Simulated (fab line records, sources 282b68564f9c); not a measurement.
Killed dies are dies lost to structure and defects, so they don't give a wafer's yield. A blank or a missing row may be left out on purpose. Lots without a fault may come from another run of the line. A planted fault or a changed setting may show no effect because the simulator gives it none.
Split-lot experiment | flow rit_cmos | 3 lots, 13 wafers read, on a route of 202 steps

THE SPLIT
At RIT_FOX2_CLEAN_02 (cleans in dHF, time 180 s), the setting time_s was moved away from the recipe's 180 s on 10 of the 13 wafers read, by -8.4% to +8.3%. The other wafers ran this setting at the recipe's value.

FROM THE SPLIT TO THE READING: what the file shows between them, 16 steps
- RIT_NWELL_COAT_01: resist thk 1300 nm (also split here: resist_thk_nm)
- RIT_NWELL_HARDBAKE_07: time 120 s (also split here: temp_c)
- RIT_PWELL_IMPLANT_08 (also split here: energy_kev)
- RIT_PRETRO_COAT_01: resist thk 1300 nm (also split here: spin_rpm)
- RIT_PRETRO_SOFTBAKE_02: time 60 s
- RIT_PRETRO_EXPOSE_03: exposes mask M5, target cd 43700 nm
- RIT_PRETRO_DEVELOP_05: develop time 68 s
- RIT_PRETRO_HARDBAKE_07: time 120 s
- RIT_PRETRO_IMPLANT_08 (also split here: energy_kev)
- RIT_GATE_CVD_08: deposits poly-Si from SiH4, target thk 250 nm, time 2220 s (also split here: sih4_flow_sccm)
- RIT_GATE_THK_MEAS_09
- RIT_REOX_OXIDATION_03: target thk 25.2 nm, ox time 5580 s (also split here: temp_c)
- RIT_REOX_THK_MEAS_04
- RIT_NLDD_IMPLANT_08 (also split here: dose_cm2)
- RIT_NLDD_STRIP_09: strips in O2, time 180 s
- RIT_NLDD_TW_MEAS_10

THE READING
etest.pmos_0p15.r_on_ohm_um (the simulator's own value, which no gauge read), at RIT_M1_PROBE_99. The file gives no usual value for it. The 3 wafers here that ran the recipe average 2805, standard deviation 35.

wafer  | tool, chamber at the split | time_s as run, s | against the recipe | etest.pmos_0p15.r_on_ohm_um | against lot-mates on the recipe
L076.1 | -, -                       | 195              | +8.3%              | 3229                        | no lot-mate on the recipe
L076.2 | -, -                       | 195              | +8.3%              | 3225                        | no lot-mate on the recipe
L076.3 | -, -                       | 195              | +8.3%              | 3147                        | no lot-mate on the recipe
L076.4 | -, -                       | 195              | +8.3%              | 3200                        | no lot-mate on the recipe
L076.6 | -, -                       | 195              | +8.3%              | 3204                        | no lot-mate on the recipe
L078.2 | -, -                       | 164.9            | -8.4%              | 2100                        | no lot-mate on the recipe
L078.3 | -, -                       | 164.9            | -8.4%              | 2185                        | no lot-mate on the recipe
L078.4 | -, -                       | 164.9            | -8.4%              | 2491                        | no lot-mate on the recipe
L078.5 | -, -                       | 164.9            | -8.4%              | 2446                        | no lot-mate on the recipe
L078.6 | -, -                       | 164.9            | -8.4%              | 2427                        | no lot-mate on the recipe
L080.2 | wet_bench-02, 1            | 180              | recipe             | 2774                        | -
L080.3 | wet_bench-02, 1            | 180              | recipe             | 2788                        | -
L080.5 | wet_bench-02, 1            | 180              | recipe             | 2854                        | -

THE FIT
A straight line over all 13 wafers: etest.pmos_0p15.r_on_ohm_um changes by +52.1 for each +1% of time_s; r = +0.97; the points scatter about the line by 1.1e+02.
Too few moved wafers have a lot-mate on the recipe to fit a line with each lot's own level taken away.

THE WHOLE CHAIN: every reading that the file lists as answering this split, in the file's order
step            | what it does | reading                                                                      | change (the file's fit)           | r (the file's)
RIT_M1_PROBE_99 |              | etest.pmos_0p3.r_on_ohm_um (the simulator's own value, which no gauge read)  | +57.2 for each +1% of the setting | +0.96
RIT_M1_PROBE_99 |              | etest.pmos_0p15.r_on_ohm_um (the simulator's own value, which no gauge read) | +52.1 for each +1% of the setting | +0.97

THE FILE'S OWN FIT
etest.pmos_0p15.r_on_ohm_um changes by +52.1 for each +1% of time_s, r = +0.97.
